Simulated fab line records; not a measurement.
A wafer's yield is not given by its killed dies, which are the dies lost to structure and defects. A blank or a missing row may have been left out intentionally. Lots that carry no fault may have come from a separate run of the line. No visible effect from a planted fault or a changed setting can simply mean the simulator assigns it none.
Which tool is to blame? :: flow rit_cmos :: 21 wafers from 7 lots sampled at 3 of the route's 202 steps

## WHAT EACH GAUGE READ, for each wafer
RIT_PSD_TW_MEAS_10.
lot: L722
measured: day 4 05:33
on: film_metro-02
PSD_TW: 3431 3424 3436

lot: L724
measured: day 4 13:11
on: film_metro-01
PSD_TW: 3429 3423 3412

lot: L726
measured: day 5 01:43
on: film_metro-03
PSD_TW: 3430 3448 3446

lot: L728
measured: day 5 13:25
on: film_metro-02
PSD_TW: 3454 3474 3467

lot: L732
measured: day 6 16:13
on: film_metro-03
PSD_TW: 3451 3436 3462

lot: L736
measured: day 7 13:13
on: film_metro-01
PSD_TW: 3465 3500 3498

lot: L741
measured: day 8 18:37
on: film_metro-03
PSD_TW: 3454 3458 3465

## TOOL THAT RAN EACH LOT (tool first, then ch and the chambers of the sampled wafers, then the start)
lot: L722
RIT_PLDD_STRIP_09: plasma_asher-02 ch 0,1, day 3 22:47
RIT_PSD_IMPLANT_08: implanter-03 ch 0, day 4 05:14

lot: L724
RIT_PLDD_STRIP_09: plasma_asher-01 ch 0,1, day 4 07:23
RIT_PSD_IMPLANT_08: implanter-03 ch 0, day 4 12:54

lot: L726
RIT_PLDD_STRIP_09: plasma_asher-03 ch 0,1, day 4 20:05
RIT_PSD_IMPLANT_08: implanter-02 ch 0, day 5 01:23

lot: L728
RIT_PLDD_STRIP_09: plasma_asher-01 ch 0,1, day 5 07:46
RIT_PSD_IMPLANT_08: implanter-04 ch 0, day 5 13:07

lot: L732
RIT_PLDD_STRIP_09: plasma_asher-03 ch 0,1, day 6 09:31
RIT_PSD_IMPLANT_08: implanter-03 ch 0, day 6 15:54

lot: L736
RIT_PLDD_STRIP_09: plasma_asher-03 ch 0,1, day 7 07:25
RIT_PSD_IMPLANT_08: implanter-04 ch 0, day 7 12:54

lot: L741
RIT_PLDD_STRIP_09: plasma_asher-03 ch 0,1, day 8 11:23
RIT_PSD_IMPLANT_08: implanter-02 ch 0, day 8 18:19
- RIT_PLDD_STRIP_09: strips in O2, time 180 s.
- RIT_PSD_IMPLANT_08

## THE ANSWER, worked out from the rows above alone
Rule: the usual values come from the lots themselves. The widest of any qualifying gaps counts: lots, ordered by their means at a reading, are off when they make up no more than a third of the lots, leave a main group of 4 or more, and stand apart from it by 3 or more times the standard deviation of that group's means. The tables above print the reading to a certain number of digits; a main group whose means all agree to those digits is not used. A lot without any number at a reading at which 4 lots or more have one is off too. Any other lot the step has rows for is counted as sound.
No lot is off at any reading shown: from this, nothing can be told.

## WHAT THE SIMULATOR HAD INSERTED
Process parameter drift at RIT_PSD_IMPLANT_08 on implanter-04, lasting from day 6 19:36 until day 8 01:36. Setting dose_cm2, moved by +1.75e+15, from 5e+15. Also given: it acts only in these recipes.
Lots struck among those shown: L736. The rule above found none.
